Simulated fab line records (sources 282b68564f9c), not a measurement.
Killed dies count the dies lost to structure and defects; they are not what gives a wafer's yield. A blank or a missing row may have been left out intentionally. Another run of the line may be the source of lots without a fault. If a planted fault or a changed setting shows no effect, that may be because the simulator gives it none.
fab line records ; flow ritCmos
[record] lots = 6; wafers = 18; lastDay = 7
route steps=202 shown ACTIVE@2
lots with no fault: from the same line, run without faults
startH: start of the lot's first displayed wafer, in hours after the record's first day ; waitH: how many hours have passed since the lot's step before this one ; " unchanged from the row above ; L1.1+2: one row covering several wafers at once ; - value missing, or start not given ; * or withheld: withheld ; < > ~ a bound
route shown NAME@n: a module of which the file shows steps, and the number in the route of the first ; usual: average and standard deviation across the fault-free wafers ; same: alike in all rows ; chamber/n: place in a boat ; sites: readings site by site ; _std_site: standard deviation across them ; _edge_site: inner sites' mean taken away from outer sites' mean ; radiusMm: how far each site lies from the wafer's centre ; mask NAME#n: copy n ; behind: the tool/chamber that last shaped the wafer ; hold: reason for holding the lot/hours on hold/outcome of the hold ; device: whichever transistor did not switch (one of n, p or np) ; end of line: the route-end tests of the same wafers ; where a step has no rows: the recipe by itself ; killed: dies lost to structure and defects at the first sort, not the wafer's yield ; map: the dies of a wafer, with x for killed, . for not killed, _ for no die there
set.NAME: the setting that was run; set.NAME@STEP: the one run at that earlier step ; model.NAME: the simulator's own value behind a step, which no gauge read
a table for each step, a row for each wafer; lots at some steps of the route
services: a tool's chamber out of use, with start hour (startH, from the record's first day; less than 0 if before it), hours out, and reason
[[steps]]
[step RIT_ACTIVE_OXIDATION_01]
[recipe] tempC = 1003; ambient = O2; targetThkA = 468; oxTimeS = 3360
[step RIT_ACTIVE_THK_MEAS_02]
[recipe] reads = SiO2_of_ACTIVE_OXIDATION_01
[usual] ACTIVE_OXIDE_THK = 48.1/0.81
lot.wafer;tool;chamber;startH;waitH;ACTIVE_OXIDE_THK[nm]
L131.4;filmMetro-04;-;42.08;0.0;47.5
L131.5;filmMetro-04;-;42.08;0.0;47.9
L131.6;filmMetro-04;-;42.08;0.0;47.3
L135.2;filmMetro-04;-;62.06;0.0;47.4
L135.4;filmMetro-04;-;62.06;0.0;47.7
L135.6;filmMetro-04;-;62.06;0.0;47.5
L136.2;filmMetro-03;-;67.06;0.0;47.2
L136.3;filmMetro-03;-;67.06;0.0;46.8
L136.4;filmMetro-03;-;67.06;0.0;47.1
L138.2;filmMetro-02;-;77.06;0.0;48.6
L138.3;filmMetro-02;-;77.06;0.0;48.6
L138.4;filmMetro-02;-;77.06;0.0;48.8
L139.2;filmMetro-02;-;82.06;0.0;47.5
L139.3;filmMetro-02;-;82.06;0.0;48.6
L139.5;filmMetro-02;-;82.06;0.0;47.0
L147.2;filmMetro-04;-;122.06;0.0;47.2
L147.3;filmMetro-04;-;122.06;0.0;47.5
L147.5;filmMetro-04;-;122.06;0.0;47.2
[step RIT_ACTIVE_CVD_03]
[recipe] material = Si3N4; targetThkNm = 150; tempC = 810; precursor = SiH2Cl2/NH3; timeS = 1500; pressureMtorr = 300; sih2cl2FlowSccm = 60; nh3FlowSccm = 150
[step RIT_ACTIVE_THK_MEAS_04]
[recipe] reads = Si3N4_of_ACTIVE_CVD_03
[usual] ACTIVE_NITRIDE_THK = 149.7/1.3
lot.wafer;tool;chamber;startH;waitH;ACTIVE_NITRIDE_THK[nm]
L131.4;filmMetro-04;-;43.56;0.0;147.4
L131.5;filmMetro-04;-;43.56;0.0;148.1
L131.6;filmMetro-04;-;43.56;0.0;147.8
L135.2;filmMetro-03;-;64.25;0.0;151.4
L135.4;filmMetro-03;-;64.25;0.0;150.8
L135.6;filmMetro-03;-;64.25;0.0;149.4
L136.2;filmMetro-03;-;68.54;0.0;149.7
L136.3;filmMetro-03;-;68.54;0.0;150.5
L136.4;filmMetro-03;-;68.54;0.0;149.4
L138.2;filmMetro-03;-;78.54;0.0;152.5
L138.3;filmMetro-03;-;78.54;0.0;153.4
L138.4;filmMetro-03;-;78.54;0.0;153.0
L139.2;filmMetro-03;-;83.54;0.0;148.5
L139.3;filmMetro-03;-;83.54;0.0;147.7
L139.5;filmMetro-03;-;83.54;0.0;149.1
L147.2;filmMetro-04;-;123.54;0.0;147.8
L147.3;filmMetro-04;-;123.54;0.0;148.2
L147.5;filmMetro-04;-;123.54;0.0;149.1
[step RIT_ACTIVE_HMDS_05]
[recipe] primeTimeS = 60; primeTempC = 140
[step RIT_ACTIVE_COAT_06]
[recipe] resist = NOVOLAK; spinRpm = 3250; resistThkNm = 1000
[step RIT_ACTIVE_SOFTBAKE_07]
[recipe] resist = NOVOLAK; tempC = 90; timeS = 60
[step RIT_ACTIVE_EXPOSE_08]
[recipe] maskId = M1; na = 0.6; sourceShape = conventional; sigmaOuter = 0.6; targetCdNm = 1400; doseMj = 225
[step RIT_ACTIVE_PEB_09]
[recipe] resist = NOVOLAK; tempC = withheld; timeS = withheld
[step RIT_ACTIVE_DEVELOP_10]
[recipe] resist = NOVOLAK; developTimeS = 50; devTempC = 22.53
[step RIT_ACTIVE_CD_MEAS_11]
[recipe] targetCdNm = 1400
[usual] cdNm = 1399.2/2.3
lot.wafer;tool;chamber;startH;waitH;cdNm
L131.4;cdSem-01;-;44.62;-;1396.5
L131.5;cdSem-01;-;44.62;-;1399.1
L131.6;cdSem-01;-;44.62;-;1399.5
L135.2;cdSem-02;-;65.17;-;1396.1
L135.4;cdSem-02;-;65.17;-;1396.0
L135.6;cdSem-02;-;65.17;-;1399.0
L136.2;cdSem-01;-;69.49;-;1399.5
L136.3;cdSem-01;-;69.49;-;1399.8
L136.4;cdSem-01;-;69.49;-;1399.3
L138.2;cdSem-02;-;79.58;-;1403.1
L138.3;cdSem-02;-;79.58;-;1400.8
L138.4;cdSem-02;-;79.58;-;1400.3
L139.2;cdSem-02;-;84.46;-;1397.3
L139.3;cdSem-02;-;84.46;-;1398.7
L139.5;cdSem-02;-;84.46;-;1396.7
L147.2;cdSem-01;-;124.46;-;1399.3
L147.3;cdSem-01;-;124.46;-;1401.5
L147.5;cdSem-01;-;124.46;-;1401.3
[step RIT_ACTIVE_HARDBAKE_12]
[recipe] resist = NOVOLAK; tempC = 140; timeS = 60
[step RIT_ACTIVE_ETCH_13]
[recipe] stopOn = SiO2; chemistry = SF6; target = Si3N4; timeS = 210; overEtchFrac = 0.4; SF6_flow_sccm = 200; pressureMtorr = 260; rfW = 125; targetDepthA = 2100
[usual] SF6_flow_sccm = 200.0/0.58; chamberPressureMTorr = 260.01/0.24; drypumpMotorCurrentA = 5.8/0.52; oesProductAu = 0.815/0.014; throttleValvePct = 7.41/0.099
lot.wafer;tool;chamber;startH;waitH;SF6_flow_sccm;chamberPressureMTorr;drypumpMotorCurrentA;oesProductAu;rfHoursCounterH;throttleValvePct;model.NOVOLAK_of_ACTIVE_COAT_06.thkNm;model.SiO2_of_ACTIVE_OXIDATION_01.thkNm
L131.4;rieDiel-01;1;44.83;0.1;201.4;260.40;6.1;0.836;170;7.52;659.3;47.18
L131.5;rieDiel-01;0;44.83;0.1;200.1;259.84;5.8;0.838;-;7.41;650.7;46.37
L131.6;rieDiel-01;3;44.83;0.1;199.3;260.12;4.7;0.790;-;7.43;653.6;46.27
L135.2;rieDiel-04;1;65.52;0.1;-;-;-;-;-;-;884.9;47.45
L135.4;rieDiel-04;2;65.52;0.1;-;-;-;-;-;-;883.9;47.63
L135.6;rieDiel-04;1;65.52;0.1;-;-;-;-;-;-;887.2;47.56
L136.2;rieDiel-02;0;69.74;0.1;-;-;-;-;-;-;882.5;47.21
L136.3;rieDiel-02;2;69.74;0.1;-;-;-;-;-;-;880.9;46.79
L136.4;rieDiel-02;1;69.74;0.1;-;-;-;-;-;-;880.7;47.07
L138.2;rieDiel-04;2;79.90;0.1;199.7;259.49;5.8;0.839;108;7.33;649;45.36
L138.3;rieDiel-04;1;79.90;0.1;199.8;259.87;6.4;0.816;19;7.31;651.3;45.44
L138.4;rieDiel-04;0;79.90;0.1;199.8;259.53;6.4;0.832;96;7.48;654.9;48.74
L139.2;rieDiel-02;1;84.71;0.1;201.1;259.99;6.0;0.805;68;7.33;644.2;44.98
L139.3;rieDiel-02;2;84.71;0.1;199.6;259.80;5.2;0.804;5;7.30;648.7;48.39
L139.5;rieDiel-02;1;84.71;0.1;199.8;260.00;6.0;0.795;-;7.32;645.6;44.52
L147.2;rieDiel-04;1;124.71;0.1;200.9;259.62;6.4;0.799;20;7.31;653.1;43.98
L147.3;rieDiel-04;0;124.71;0.1;199.5;260.00;6.4;0.805;97;7.47;660;47.45
L147.5;rieDiel-04;1;124.71;0.1;199.9;259.78;6.4;0.803;-;7.31;651;44.06
[step RIT_ACTIVE_STRIP_14]
[recipe] chemistry = O2; timeS = 180; resist = NOVOLAK; platenTempC = withheld; powerW = 500; pressureMtorr = 4000; o2FlowSccm = 4000
[usual] drypumpMotorCurrentA = 6.0/0.37
lot.wafer;tool;chamber;startH;waitH;drypumpMotorCurrentA;rfHoursCounterH
L131.4;plasmaAsher-03;1;45.03;0.1;6.1;-
L131.5;plasmaAsher-03;0;45.03;0.1;5.8;-
L131.6;plasmaAsher-03;1;45.03;0.1;6.1;-
L135.2;plasmaAsher-04;0;65.66;0.1;5.9;39
L135.4;plasmaAsher-04;0;65.66;0.1;5.8;-
L135.6;plasmaAsher-04;0;65.66;0.1;5.8;-
L136.2;plasmaAsher-01;0;69.87;0.1;6.4;43
L136.3;plasmaAsher-01;1;69.87;0.1;5.2;-
L136.4;plasmaAsher-01;0;69.87;0.1;6.4;-
L138.2;plasmaAsher-03;1;80.04;0.1;6.1;45
L138.3;plasmaAsher-03;0;80.04;0.1;5.8;-
L138.4;plasmaAsher-03;1;80.04;0.1;6.1;-
L139.2;plasmaAsher-03;1;84.84;0.1;6.0;45
L139.3;plasmaAsher-03;0;84.84;0.1;5.8;-
L139.5;plasmaAsher-03;0;84.84;0.1;5.8;-
L147.2;plasmaAsher-04;1;124.84;0.1;6.4;46
L147.3;plasmaAsher-04;1;124.84;0.1;6.4;-
L147.5;plasmaAsher-04;1;124.84;0.1;6.4;-
[step RIT_ACTIVE_CD_MEAS_90]
[recipe] targetCdNm = 1400
[usual] cdNm = 1399.2/2.3
lot.wafer;tool;chamber;startH;waitH;cdNm
L131.4;cdSem-01;-;45.20;0.1;1396.8
L131.5;cdSem-01;-;45.20;0.1;1399.2
L131.6;cdSem-01;-;45.20;0.1;1399.1
L135.2;cdSem-01;-;65.85;0.1;-
L135.4;cdSem-01;-;65.85;0.1;-
L135.6;cdSem-01;-;65.85;0.1;-
L136.2;cdSem-02;-;70.07;0.1;-
L136.3;cdSem-02;-;70.07;0.1;-
L136.4;cdSem-02;-;70.07;0.1;-
L138.2;cdSem-02;-;80.23;0.1;1402.7
L138.3;cdSem-02;-;80.23;0.1;1400.7
L138.4;cdSem-02;-;80.23;0.1;1400.2
L139.2;cdSem-01;-;85.04;0.1;1397.6
L139.3;cdSem-01;-;85.04;0.1;1398.7
L139.5;cdSem-01;-;85.04;0.1;1396.9
L147.2;cdSem-01;-;125.04;0.1;1398.4
L147.3;cdSem-01;-;125.04;0.1;1401.2
L147.5;cdSem-01;-;125.04;0.1;1401.0
[step RIT_ACTIVE_CLEAN_15]
[recipe] chemistry = SC1; mix = 3:3:50; timeS = 600; tempC = 75
[[services]]
tool;chamber;startH;hours;kind
rieDiel-02;-;37.46;14.6;pm
rieDiel-01;-;42.55;0.4;repair
rieDiel-02;2;52.72;4.6;repair
rieDiel-01;1;55.66;-;clean
rieDiel-01;1;55.66;24.1;scheduledDown
rieDiel-01;1;55.66;24.1;ventCycle
rieDiel-01;3;63.31;4.3;repair
rieDiel-04;3;64.87;3.3;repair
rieDiel-02;2;75.81;2.2;repair
rieDiel-01;-;89.55;1.4;repair
rieDiel-04;-;95.78;2.8;pm
rieDiel-01;1;97.98;8.9;repair
rieDiel-02;-;108.23;2.8;pm
plasmaAsher-01;-;108.75;9.0;pm
plasmaAsher-01;0;108.75;9.0;ventCycle
plasmaAsher-01;1;108.75;9.0;ventCycle
plasmaAsher-01;0;117.75;-;clean
plasmaAsher-01;1;117.75;-;clean
rieDiel-02;-;121.50;1.7;repair
[[key]]
[firstSign] step = RIT_ACTIVE_ETCH_13; reading = toolRecord; direction = missing
[effect] step = RIT_ACTIVE_CD_MEAS_90; reading = cdNm; direction = missing
[modelEffect] step = RIT_ACTIVE_ETCH_13; value = NOVOLAK_of_ACTIVE_COAT_06.thkNm; without = 649.2; struck = 883.3
metAt RIT_ACTIVE_ETCH_13
struckWafers L135.2,L135.4,L135.6,L136.2,L136.3,L136.4
laterRowsLeftOut L135.2,L135.4,L135.6,L136.2,L136.3,L136.4
sortLeftOut L135.2,L135.4,L135.6,L136.2,L136.3,L136.4
testerLeftOut L135,L136
[fault] kind = skippedStepWhole; tool = rieDiel-02,rieDiel-04; chamber = -; onsetH = 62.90; steps = RIT_ACTIVE_ETCH_13; scope = struckLotsOnly
// testerLeftOut: of these lots the tester's yield and bins aren't shown, on N5 and GAA mostly nor the transistor test; their killed dies are dies lost to structure and defects alone, not to doping, threshold or leakage, so they don't give the yield
// sortLeftOut: the simulated sort isn't trusted on such a fault, so these wafers' sort isn't shown, and their yield isn't known
// laterRowsLeftOut: the simulator's readings of these wafers behind a module that went badly wrong aren't trusted and aren't shown, but for the sort
